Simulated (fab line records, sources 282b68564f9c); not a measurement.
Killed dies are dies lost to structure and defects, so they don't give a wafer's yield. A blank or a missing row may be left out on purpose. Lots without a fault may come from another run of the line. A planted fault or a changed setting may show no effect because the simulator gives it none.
A struck lot beside a sound one | flow rit_cmos | 23 steps out of a route of 202
Sound: wafers L669.2, L669.3, L669.6. Struck: wafers L686.2, L686.4, L686.6. The cause comes at the end.
At each step with rows: each side's tool, then ch and its chambers, then its first start. Under that, the readings that differ: sound wafers | struck wafers | difference of the means | sigmas: that difference in standard deviations of wafers without a fault.
alike: readings whose means differ by less than 2 such deviations, and words and numbers that are the same on both sides. not compared: withheld readings, readings that some wafer has no value for, bounds like >300 that may hide the same value, and numbers for which the record gives no deviation and whose values overlap.
The two part at a step that has a row with sigmas, a row that says differs or no value, or rows on one side only. Numbers that don't overlap but have no deviation are shown without sigmas and don't part them. A reading that every wafer of one side lacks parts them only if that side has two wafers or more.

first, 5 steps without rows for these wafers: RIT_GATE_WET_ETCH_00 (etches SiO2 in BOE, target depth 56 nm, time 60 s); RIT_GATE_CLEAN_01 (cleans in SC1, time 600 s); RIT_GATE_CLEAN_02 (cleans in dHF, time 30 s); RIT_GATE_CLEAN_03 (cleans in SC2, time 600 s); RIT_GATE_CLEAN_04 (cleans in dHF, time 60 s).
RIT_FOX2_THK_MEAS_91:
  sound on film_metro-01, day 3 11:59; struck on film_metro-01, day 7 03:15
  alike: FIELD_OXIDE_LEFT_2_THK
then, 2 steps without rows for these wafers: RIT_GATE_OXIDATION_05 (target thk 3 nm, ox time 270 s); RIT_GATE_ANNEAL_06 (time 600 s).
RIT_GATE_THK_MEAS_07:
  sound on film_metro-01, day 3 13:23; struck on film_metro-02, day 7 04:38
  alike: GATE_OXIDE_THK
then, 1 step without rows for these wafers: RIT_GATE_CVD_08 (deposits poly-Si from SiH4, target thk 250 nm, time 2220 s).
RIT_GATE_THK_MEAS_09:
  sound on film_metro-01, day 3 15:04; struck on film_metro-01, day 7 06:25
  alike: GATE_POLY_THK
then, 1 step without rows for these wafers: RIT_GATE_HMDS_10 (prime time 60 s).
RIT_GATE_COAT_11: resist thk 850 nm.
  sound on litho_track-04 ch 0, day 3 15:17; struck on litho_track-04 ch 0, day 7 06:44
  reading                                   | sound           | struck            | difference | sigmas
  model.NOVOLAK_of_GATE_COAT_11.thk_nm (nm) | 845.7 845.3 846 | 858.4 859.3 858.2 | +13.0      |
  alike: resist_line_temp_C
then, 4 steps without rows for these wafers: RIT_GATE_SOFTBAKE_12 (time 60 s); RIT_GATE_EXPOSE_13 (exposes mask M6, target cd 150 nm); RIT_GATE_PEB_14; RIT_GATE_DEVELOP_15 (develop time 50 s).
RIT_GATE_CD_MEAS_16: target cd 150 nm.
  sound on cd_sem-02, day 3 15:59; struck on cd_sem-02, day 7 07:25
  reading    | sound             | struck            | difference | sigmas
  cd_nm (nm) | 145.9 147.5 146.1 | 153.4 154.0 153.5 | +7.1       | +3
RIT_GATE_OVL_MEAS_17:
  sound on overlay-02, day 3 16:05; struck on overlay-01, day 7 07:32
  alike: GATE_OVL
then, 1 step without rows for these wafers: RIT_GATE_HARDBAKE_18 (time 60 s).
RIT_GATE_ETCH_19: etches poly-Si in SF6/CHF3/O2, stops on SiO2, time 158.5 s, target depth 312.5 nm.
  sound on rie_si-01 ch 0,1,3, day 3 16:16; struck on rie_si-02 ch 0,2,3, day 7 07:43
  reading                                   | sound             | struck            | difference | sigmas
  model.NOVOLAK_of_GATE_COAT_11.thk_nm (nm) | 667.4 667.6 669.4 | 681.1 680.9 680.5 | +12.7      |
  alike: CHF3_flow_sccm, drypump_motor_current_A, oes_product_au, throttle_valve_pct
  not compared: rf_hours_counter_h
RIT_GATE_STRIP_20: strips in O2, time 180 s.
  sound on plasma_asher-04 ch 0,1, day 3 16:22; struck on plasma_asher-03 ch 0,1, day 7 07:49
  alike: drypump_motor_current_A
  not compared: rf_hours_counter_h
RIT_M1_PROBE_99:
  sound on prober-02, day 4 12:41; struck on prober-02, day 8 05:20
  alike: killed_at_contacts, killed_at_front_end, killed_dies, killed_open, killed_short

WHERE THEY PART
Only at RIT_GATE_CD_MEAS_16, within this record. Later steps at which nothing parts them and some readings are alike: RIT_GATE_OVL_MEAS_17, RIT_GATE_ETCH_19, RIT_GATE_STRIP_20, RIT_M1_PROBE_99.

WHY: what the simulator had put in
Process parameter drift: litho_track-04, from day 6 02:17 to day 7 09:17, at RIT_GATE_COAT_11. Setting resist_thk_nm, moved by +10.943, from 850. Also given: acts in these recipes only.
